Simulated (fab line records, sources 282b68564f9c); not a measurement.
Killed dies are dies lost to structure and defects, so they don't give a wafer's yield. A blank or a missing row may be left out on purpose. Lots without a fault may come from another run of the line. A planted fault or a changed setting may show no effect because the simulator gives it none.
Which tool did it? | flow rit_cmos | 14 lots, 42 wafers sampled, at 3 steps of a route of 202

WHAT THE GAUGES READ, wafer by wafer
RIT_SDANNEAL_RS_MEAS_04: measures by four-point-probe.
lot  | measured    | on            | PSD_RS (ohm/sq)
L832 | day 3 02:12 | film_metro-04 | 116.5 115.9 116.2
L833 | day 3 08:43 | film_metro-03 | 116.0 115.9 115.9
L834 | day 3 13:23 | film_metro-04 | 115.6 116.0 116.0
L836 | day 3 22:52 | film_metro-01 | 115.9 115.6 115.5
L837 | day 4 02:05 | film_metro-03 | 116.1 115.9 116.3
L838 | day 4 11:08 | film_metro-01 | 116.0 115.9 116.0
L839 | day 4 17:44 | film_metro-01 | 115.4 115.2 115.1
L840 | day 4 22:52 | film_metro-01 | 115.2 115.3 115.5
L841 | day 5 01:22 | film_metro-03 | 116.0 116.0 115.8
L846 | day 6 03:11 | film_metro-01 | 114.0 114.0 113.9
L848 | day 6 14:52 | film_metro-04 | 114.2 114.2 114.3
L851 | day 7 05:37 | film_metro-01 | 115.7 115.7 115.8
L853 | day 7 11:04 | film_metro-03 | 115.7 115.9 115.9
L855 | day 7 20:28 | film_metro-01 | 115.7 115.4 115.6

RIT_SDANNEAL_RS_MEAS_06: measures by four-point-probe.
lot  | measured    | on            | PLDD_RS (ohm/sq)
L832 | day 3 02:26 | film_metro-04 | 181.7 181.2 181.6
L833 | day 3 08:58 | film_metro-03 | 180.8 180.7 180.2
L834 | day 3 13:38 | film_metro-04 | 180.2 180.7 180.4
L836 | day 3 23:06 | film_metro-01 | 180.2 179.8 179.9
L837 | day 4 02:19 | film_metro-03 | 180.5 180.2 179.8
L838 | day 4 11:23 | film_metro-01 | 179.5 179.6 180.2
L839 | day 4 17:59 | film_metro-01 | 180.1 179.2 179.7
L840 | day 4 23:06 | film_metro-01 | 179.2 179.5 179.8
L841 | day 5 01:37 | film_metro-03 | 180.1 180.6 179.9
L846 | day 6 03:25 | film_metro-01 | 178.6 178.4 178.3
L848 | day 6 15:06 | film_metro-04 | 178.5 178.6 178.3
L851 | day 7 05:52 | film_metro-01 | 179.9 179.6 180.0
L853 | day 7 11:18 | film_metro-03 | 180.9 180.1 180.9
L855 | day 7 20:43 | film_metro-01 | 180.1 179.8 179.4

WHICH TOOL RAN EACH LOT (tool, then ch and the chambers of the sampled wafers, then the start)
lot  | RIT_SDANNEAL_RTA_03
L832 | rtp_anneal-02 ch 0, day 3 02:08
L833 | rtp_anneal-01 ch 0, day 3 08:39
L834 | rtp_anneal-02 ch 0, day 3 13:20
L836 | rtp_anneal-02 ch 0, day 3 22:48
L837 | rtp_anneal-01 ch 0, day 4 02:00
L838 | rtp_anneal-02 ch 0, day 4 11:04
L839 | rtp_anneal-01 ch 0, day 4 17:41
L840 | rtp_anneal-02 ch 0, day 4 22:49
L841 | rtp_anneal-01 ch 0, day 5 01:19
L846 | rtp_anneal-02 ch 0, day 6 03:05
L848 | rtp_anneal-02 ch 0, day 6 14:49
L851 | rtp_anneal-01 ch 0, day 7 05:34
L853 | rtp_anneal-01 ch 0, day 7 11:00
L855 | rtp_anneal-01 ch 0, day 7 20:25
- RIT_SDANNEAL_RTA_03: time 5 s.

WHAT THE TOOLS THEMSELVES READ (means of the sampled wafers that have a number; where no wafer has one, the mark that the record gives instead)
RIT_SDANNEAL_RTA_03.
lot  | tool          | wafer_temp_C_max
L832 | rtp_anneal-02 | 1054.0
L833 | rtp_anneal-01 | 1053.6
L834 | rtp_anneal-02 | 1053.7
L836 | rtp_anneal-02 | 1053.3
L837 | rtp_anneal-01 | 1053.5
L838 | rtp_anneal-02 | 1053.1
L839 | rtp_anneal-01 | 1053.0
L840 | rtp_anneal-02 | 1053.1
L841 | rtp_anneal-01 | 1053.5
L846 | rtp_anneal-02 | 1053.4
L848 | rtp_anneal-02 | 1053.2
L851 | rtp_anneal-01 | 1055.1
L853 | rtp_anneal-01 | 1053.5
L855 | rtp_anneal-01 | 1052.7

THE ANSWER, worked out from the rows above alone
Rule: what is usual is taken from the lots themselves. Put in order of their means at a reading, lots are off if they are a third of the lots or fewer, leave a main group of 4 or more, and stand apart from it by a gap of 3 or more times the standard deviation of the main group's means; of several such gaps the widest counts. A main group whose means are all the same, to the digits that the tables above print for the reading, isn't used. A lot without any number at a reading at which 4 lots or more have one is off too. The other lots that the step has rows for count as sound. The gauges are gone through in route order, then the tools' own readings, and for those a lot's mean is taken as printed above. The first step at which some lot is off is used, and at that step the reading that is off furthest; a lot without a number counts as furthest.
Off: L846, L848, at RIT_SDANNEAL_RS_MEAS_04 (PSD_RS). The main group: mean 115.8 ohm/sq, standard deviation 0.28.
A tool fits if, at a process step before that reading, it ran every lot that is off, and no sound lot after the first of them. The gauges at RIT_SDANNEAL_RS_MEAS_04 are tried like those tools. One fits: rtp_anneal-02 at RIT_SDANNEAL_RTA_03. Its last sound lot is L840 (day 4 22:49), its first lot that is off L846 (day 6 03:05): a fault that began between those two fits.

WHAT THE SIMULATOR HAD PUT IN
Process parameter drift: rtp_anneal-02, from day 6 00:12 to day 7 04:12, at RIT_SDANNEAL_RTA_03. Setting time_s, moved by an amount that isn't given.
Lots struck among those shown: L846, L848. The rule above found the same.
